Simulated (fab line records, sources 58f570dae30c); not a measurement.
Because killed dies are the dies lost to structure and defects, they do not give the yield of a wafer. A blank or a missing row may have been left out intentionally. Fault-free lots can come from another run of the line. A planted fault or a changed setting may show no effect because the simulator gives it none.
A lot that was struck, set against a sound lot    flow berkeley_cmos170    43 steps out of a route of 331
Sound: wafers L832.1, L832.4, L832.5. Struck: wafers L844.2, L844.3, L844.4. The cause is given at the end.
At each step with rows: each side's tool, then ch and its chambers, then its first start. Under that, the readings that differ: sound wafers    struck wafers    difference of the means    sigmas: that difference in standard deviations of wafers without a fault.
alike: same words and numbers on both sides, and readings whose means sit less than 2 such deviations apart. not compared: any withheld reading, any reading some wafer has no value for, any bound like >300 that may hide the same value, and any number with overlapping values for which the record gives no deviation.
The two part at a step that has a row with sigmas, a row that says differs or no value, or rows on one side only. Numbers that have no deviation but don't overlap get no sigmas and don't part them. Lack of a reading on every wafer of one side parts them only where that side has two or more wafers.

UCB170_GATE_ETCH_15: etches poly-Si in HBr/Cl2, stops on SiO2, time 56.3 s, target depth 278.2 nm.
  sound on rie_si-02 ch 1,2, day 9 06:57; struck on rie_si-01 ch 1,2,3, day 11 10:00
  alike: HBr_flow_sccm, drypump_motor_current_A, oes_product_au, throttle_valve_pct
  not compared: rf_hours_counter_h
UCB170_GATE_STRIP_16: strips in O2.
  sound on plasma_asher-04 ch 0,1, day 9 06:59; struck on plasma_asher-04 ch 0,1, day 11 10:03
  alike: drypump_motor_current_A, oes_product_au
  not compared: rf_hours_counter_h
UCB170_GATE_CD_MEAS_90: the cd target is 350 nm.
  struck on cd_sem-01, day 11 10:10; sound on cd_sem-01, day 9 07:07
  alike: cd_nm
then, 7 steps without rows for these wafers: UCB170_GATE_CLEAN_17 (cleans in SPM, time 600 s); UCB170_PLDD_HMDS_00 (prime time 60 s); UCB170_PLDD_COAT_01 (resist thk 900 nm); UCB170_PLDD_SOFTBAKE_02 (time 60 s); UCB170_PLDD_EXPOSE_03 (exposes mask PSELECT, target cd 1200 nm); UCB170_PLDD_PEB_04; UCB170_PLDD_DEVELOP_05 (develop time 45 s).
UCB170_PLDD_CD_MEAS_06: the cd target is 1200 nm.
  struck on cd_sem-02, day 11 12:14; sound on cd_sem-02, day 9 09:23
  alike: cd_nm
UCB170_PLDD_OVL_MEAS_07:
  struck on overlay-01, day 11 12:20; sound on overlay-02, day 9 09:30
  alike: PLDD_OVL
UCB170_PLDD_IMPLANT_08:
  sound on implanter-03 ch 0, day 9 09:32; struck on implanter-01 ch 0, day 11 12:23
reading             sound                          struck                         difference  sigmas
beam_on_s (s)       9.61 10.22 10.00               11.48 11.54 11.46              +1.55       +8
dose_ions_cm2       5.002e+13 5.002e+13 5.004e+13  6.508e+13 6.502e+13 6.508e+13  +1.503e+13  +99 or more
faraday_current_uA  165.0 155.3 159.7              179.6 179.3 180.5              +19.8       +7
following that, these wafers have no rows for 1 step: UCB170_PLDD_IMPLANT_09.
UCB170_PLDD_STRIP_10: strips in O2.
  sound on plasma_asher-01 ch 1, day 9 09:50; struck on plasma_asher-02 ch 0,1, day 11 12:40
  alike: drypump_motor_current_A, oes_product_au, strip_time_to_endpoint_s
  not compared: rf_hours_counter_h
UCB170_PLDD_TW_MEAS_11:
  struck on film_metro-02, day 11 13:00; sound on film_metro-02, day 9 09:56
reading  sound           struck          difference  sigmas
PLDD_TW  1010 1006 1014  1062 1062 1059  +51         +7
  not compared: hold
then, 6 steps without rows for these wafers: UCB170_NLDD_HMDS_00 (prime time 60 s); UCB170_NLDD_COAT_01 (resist thk 900 nm); UCB170_NLDD_SOFTBAKE_02 (time 60 s); UCB170_NLDD_EXPOSE_03 (exposes mask NSELECT, target cd 1200 nm); UCB170_NLDD_PEB_04; UCB170_NLDD_DEVELOP_05 (develop time 45 s).
UCB170_NLDD_CD_MEAS_06: the cd target is 1200 nm.
  struck on cd_sem-02, day 11 17:21; sound on cd_sem-02, day 9 13:15
  alike: cd_nm
UCB170_NLDD_OVL_MEAS_07:
  struck on overlay-01, day 11 17:27; sound on overlay-02, day 9 13:22
  alike: NLDD_OVL
then, 2 steps without rows for these wafers: UCB170_NLDD_IMPLANT_08; UCB170_NLDD_IMPLANT_09.
UCB170_NLDD_STRIP_10: strips in O2.
  sound on plasma_asher-01 ch 0, day 9 13:42; struck on plasma_asher-04 ch 0,1, day 11 17:47
reading                      sound        struck       difference  sigmas
drypump_motor_current_A (A)  5.0 5.0 5.0  6.0 5.3 6.0  +0.8        +2
  alike: oes_product_au, strip_time_to_endpoint_s
  not compared: rf_hours_counter_h
UCB170_NLDD_TW_MEAS_11:
  struck on film_metro-04, day 11 17:56; sound on film_metro-04, day 9 13:48
  alike: NLDD_TW
then, 1 step without rows for these wafers: UCB170_NLDD_CLEAN_12 (cleans in SPM, time 600 s).
UCB170_SPACER_CVD_00: deposits SiO2 from TEOS/O2, target thk 376 nm, time 47 s.
  sound on pecvd-02 ch 0,1,2, day 9 14:03; struck on pecvd-02 ch 0,2, day 11 18:10
  alike: heater_power_w
UCB170_SPACER_THK_MEAS_01:
  struck on film_metro-01, day 11 18:13; sound on film_metro-04, day 9 14:06
  alike: SPACER_TEOS_THK
then, 8 steps without rows for these wafers: UCB170_SPACER_ANNEAL_02 (time 1800 s); UCB170_SPACER_ETCHBACK_03 (etches SiO2 in CHF3/CF4/Ar, stops on Si, target depth 376 nm, time 100 s); UCB170_PSD_HMDS_00 (prime time 60 s); UCB170_PSD_COAT_01 (resist thk 900 nm); UCB170_PSD_SOFTBAKE_02 (time 60 s); UCB170_PSD_EXPOSE_03 (exposes mask PSELECT MOD, target cd 1200 nm); UCB170_PSD_PEB_04; UCB170_PSD_DEVELOP_05 (develop time 45 s).
UCB170_PSD_CD_MEAS_06: the cd target is 1200 nm.
  struck on cd_sem-02, day 11 21:47; sound on cd_sem-02, day 9 21:30
reading     sound                 struck                difference  sigmas
cd_nm (nm)  1197.1 1197.8 1199.0  1201.9 1201.0 1201.9  +3.6        +2
UCB170_PSD_OVL_MEAS_07:
  struck on overlay-01, day 11 21:53; sound on overlay-02, day 9 21:37
  alike: PSD_OVL
UCB170_SDANNEAL_RS_MEAS_04: uses a four-point probe to measure.
  struck on film_metro-04, day 12 03:25; sound on film_metro-02, day 10 02:41
reading           sound                 struck             difference  sigmas
PLDD_RS (ohm/sq)  1037.2 1037.0 1037.9  920.6 919.7 920.2  -117.2      -40
  not compared: hold
UCB170_M3_PROBE_99:
  the record holds rows for the sound wafers here (prober-02, day 11 07:49) but none for the struck ones

## WHERE THEY PART
Last at UCB170_M3_PROBE_99 as far as this record goes, first at UCB170_PLDD_IMPLANT_08.

WHY: what had been put in by the simulator
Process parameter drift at UCB170_PLDD_IMPLANT_08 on implanter-01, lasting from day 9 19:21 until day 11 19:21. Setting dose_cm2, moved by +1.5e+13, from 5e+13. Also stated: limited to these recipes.
